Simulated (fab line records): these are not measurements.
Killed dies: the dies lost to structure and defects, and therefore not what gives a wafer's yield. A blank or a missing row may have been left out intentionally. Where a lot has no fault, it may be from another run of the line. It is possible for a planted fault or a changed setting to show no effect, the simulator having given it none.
2 desks looking at one fault ; flow rit-cmos ; each desk holds nothing but its own numbers, with what lay behind them at the end

## TOOL OWNER'S DESK, implanter-03
The tool's own readings at RIT_PWELL_IMPLANT_08, given as means over the sampled wafers that have a number, one for each lot that went through this tool. If a lot's mean is further than 4 standard deviations from the usual mean, the lot is out of limits and carries the mark OUT (the distance appears in the brackets).
Columns: A = beam-on-s at RIT_PWELL_IMPLANT_08, usual 9.98 s; B = dose-ions-cm2 at RIT_PWELL_IMPLANT_08, usual 6.999e+13; C = faraday-current-uA at RIT_PWELL_IMPLANT_08, usual 222
lot;first seen here;A;B;C
L155;day 1 22:46;10.00;7.006e+13;222
L160;day 2 23:49;10.09;6.995e+13;220
L169;day 4 20:13;8.89 (-5.7) OUT;6.998e+13;249 (+6.5) OUT
L171;day 5 06:16;8.86 (-5.9) OUT;7.002e+13;251 (+6.9) OUT
This desk finds L169, L171 out of limits, L169 being first, at day 4 20:13 (beam-on-s at RIT_PWELL_IMPLANT_08). Within limits: L155, L160.

## AT THE METROLOGY DESK
What the gauges read, lot by lot, whatever tool the lot ran on: means of the sampled wafers that have a number. If a lot's mean is further than 4 standard deviations from the usual mean, the lot is out of limits and carries the mark OUT (the distance appears in the brackets).
Columns: A = PWELL_TW at RIT_PWELL_TW_MEAS_10, usual 954; B = PWELL_RS at RIT_WELLDRIVE_RS_MEAS_02, usual 429.5 ohm/sq
lot;first seen here;A;B
L155;day 1 23:05;954;429.6
L156;day 2 03:51;961;429.8
L157;day 2 10:12;947;429.8
L158;day 2 13:28;956;429.8
L159;day 2 19:44;955;430.5
L160;day 3 00:09;956;428.7
L162;day 3 09:40;963;431.4
L163;day 3 15:18;960;430.9
L165;day 4 00:36;959;429.4
L169;day 4 20:32;921 (-6.1) OUT;461.7 (+29) OUT
L171;day 5 06:34;923 (-5.7) OUT;462.1 (+30) OUT
L173;day 5 17:50;946;429.0
L175;day 6 02:25;950;428.5
L177;day 6 16:30;952;429.9
This desk's result: L169, L171 out of limits, first on L169 (PWELL_TW at RIT_PWELL_TW_MEAS_10), day 4 20:32. Within limits: L155, L156, L157, L158, L159, L160, L162, L163, L165, L173, L175, L177.

## TAKEN TOGETHER
At day 4 20:13, on L169, L171, the tool owner's desk was in a position to raise an alarm.
L169, L171 would have let the metrology desk raise an alarm at day 4 20:32.
RIT_PWELL_IMPLANT_08 was run on implanter-03 by each of the lots named.

## WHAT THE SIMULATOR HAD INSERTED
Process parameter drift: implanter-03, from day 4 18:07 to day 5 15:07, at RIT_PWELL_IMPLANT_08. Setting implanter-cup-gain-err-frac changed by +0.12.
Lots struck among those shown: L169, L171.
Delay (hours) between the fault's onset and each desk's first out-of-limits reading: 2 at the tool owner's desk, 2 at the metrology desk.
